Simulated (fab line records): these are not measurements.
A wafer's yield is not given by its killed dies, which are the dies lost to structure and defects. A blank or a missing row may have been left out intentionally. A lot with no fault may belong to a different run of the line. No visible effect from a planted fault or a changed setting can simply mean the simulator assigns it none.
Split-lot experiment | flow berkeley_cmos170 | 5 lots, 23 wafers read, on a route of 331 steps

== SPLIT DETAILS ==
At UCB170_V1_EXPOSE_09 (exposes mask VIA1, target cd 700 nm), the setting dose_mj was moved away from the recipe's 37 on 11 of the 23 wafers read, by -5.6% to +5.6%. For the rest of the wafers, this setting stayed at what the recipe calls for.

== FROM THE SPLIT TO THE READING: what the file shows between them, 5 steps ==
- UCB170_V1_PEB_10
- UCB170_V1_DEVELOP_11: develop time 45 s
- UCB170_V1_CD_MEAS_12: target cd 700 nm
- UCB170_V1_ETCH_14: etches SiO2 in CHF3/CF4/Ar, stops on Al, target depth 1250 nm, time 291 s
- UCB170_V1_STRIP_15: strips in O2

== THE READING ==
cd_nm, in nm, at UCB170_V1_CD_MEAS_90 (target cd 700 nm). On this fab line, fault-free wafers typically give 700.4 nm with a standard deviation of 1.6 nm.

wafer  | tool, chamber at the split | dose_mj as run | against the recipe | cd_nm, nm | against lot-mates on the recipe
L075.1 | krf_scanner-01, 0          | 34.94          | -5.6%              | 691.4     | -11.4
L075.2 | krf_scanner-01, 0          | 34.94          | -5.6%              | 691.2     | -11.5
L075.3 | krf_scanner-01, 0          | 37             | recipe             | 702.3     | -
L075.4 | krf_scanner-01, 0          | 37             | recipe             | 703.2     | -
L075.6 | krf_scanner-01, 0          | 34.94          | -5.6%              | 690.8     | -12.0
L076.2 | krf_scanner-02, 0          | 37             | recipe             | 702.3     | -
L076.3 | krf_scanner-02, 0          | 37             | recipe             | 697.8     | -
L076.5 | krf_scanner-02, 0          | 37             | recipe             | 698.7     | -
L082.1 | krf_scanner-01, 0          | 37             | recipe             | 704.3     | -
L082.2 | krf_scanner-01, 0          | 39.06          | +5.6%              | 710.6     | +6.5
L082.4 | krf_scanner-01, 0          | 39.06          | +5.6%              | 709.6     | +5.5
L082.5 | krf_scanner-01, 0          | 37             | recipe             | 703.9     | -
L082.6 | krf_scanner-01, 0          | 39.06          | +5.6%              | 712.4     | +8.3
L081.1 | krf_scanner-01, 0          | 37             | recipe             | 701.9     | -
L081.2 | krf_scanner-01, 0          | 35.59          | -3.8%              | 693.4     | -8.1
L081.3 | krf_scanner-01, 0          | 37             | recipe             | 702.5     | -
L081.5 | krf_scanner-01, 0          | 35.59          | -3.8%              | 694.1     | -7.4
L081.6 | krf_scanner-01, 0          | 37             | recipe             | 700.1     | -
L085.1 | krf_scanner-02, 0          | 37             | recipe             | 700.4     | -
L085.2 | krf_scanner-02, 0          | 35.14          | -5.0%              | 691.1     | -10.2
L085.3 | krf_scanner-02, 0          | 35.14          | -5.0%              | 691.1     | -10.2
L085.4 | krf_scanner-02, 0          | 35.14          | -5.0%              | 690.9     | -10.4
L085.6 | krf_scanner-02, 0          | 37             | recipe             | 702.2     | -

FIT RESULTS
A straight line over all 23 wafers: cd_nm changes by +1.86 nm for each +1% of dose_mj; r = +0.97; the points scatter about the line by 1.6 nm.
The same after taking each lot's own level away (the mean of its wafers on the recipe; 23 wafers): +1.72 nm for each +1%; r = +0.97; scatter 1.5 nm.
On that fit, the largest move of dose_mj shifts the reading by 9.6 nm.
The lots' own levels span 699.60 to 704.10 nm, that is 2.8 times the standard deviation above.
The two slopes are in agreement: the lot-to-lot level therefore moves the slope only a little.
Check: for one of the wafers moved furthest among these (-5.6%), held out of the fit, the line's prediction against its lot-mates is -10.4 nm. It came out at -11.4 nm against them.

== OTHER SPLITS APPLIED TO THESE WAFERS ==
These wafers also went through other splits before the reading. Each is held against what the fit with the lots' levels taken away leaves over:
other split on the same wafers        | wafers away from the commonest value | r with cd_nm (lot level and that fit taken away)
UCB170_NLDD_IMPLANT_08 dose_cm2       | 7                                    | +0.27
UCB170_PSD_IMPLANT_08 energy_kev      | 11                                   | -0.01
UCB170_BACKSIDE_COAT_01 resist_thk_nm | 10                                   | -0.18
UCB170_SILICIDE_SPUTTER_01 power_w    | 9                                    | -0.21
UCB170_M1_METAL_ETCH_12 time_s        | 10                                   | +0.18

== THE WHOLE CHAIN: every reading that the file lists as answering this split, in the file's order ==
step                 | what it does                                                              | reading                                                   | change (the file's fit)              | r (the file's)
UCB170_V1_CD_MEAS_12 | target cd 700 nm                                                          | cd_nm                                                     | +1.81 nm for each +1% of the setting | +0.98
UCB170_V1_ETCH_14    | etches SiO2 in CHF3/CF4/Ar, stops on Al, target depth 1250 nm, time 291 s | V1.cd_nm (the simulator's own value, which no gauge read) | +1.8 nm for each +1% of the setting  | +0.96
UCB170_V1_CD_MEAS_90 | target cd 700 nm                                                          | cd_nm                                                     | +1.81 nm for each +1% of the setting | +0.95

== THE FILE'S OWN FIT ==
cd_nm changes by +1.81 nm for each +1% of dose_mj, r = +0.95.
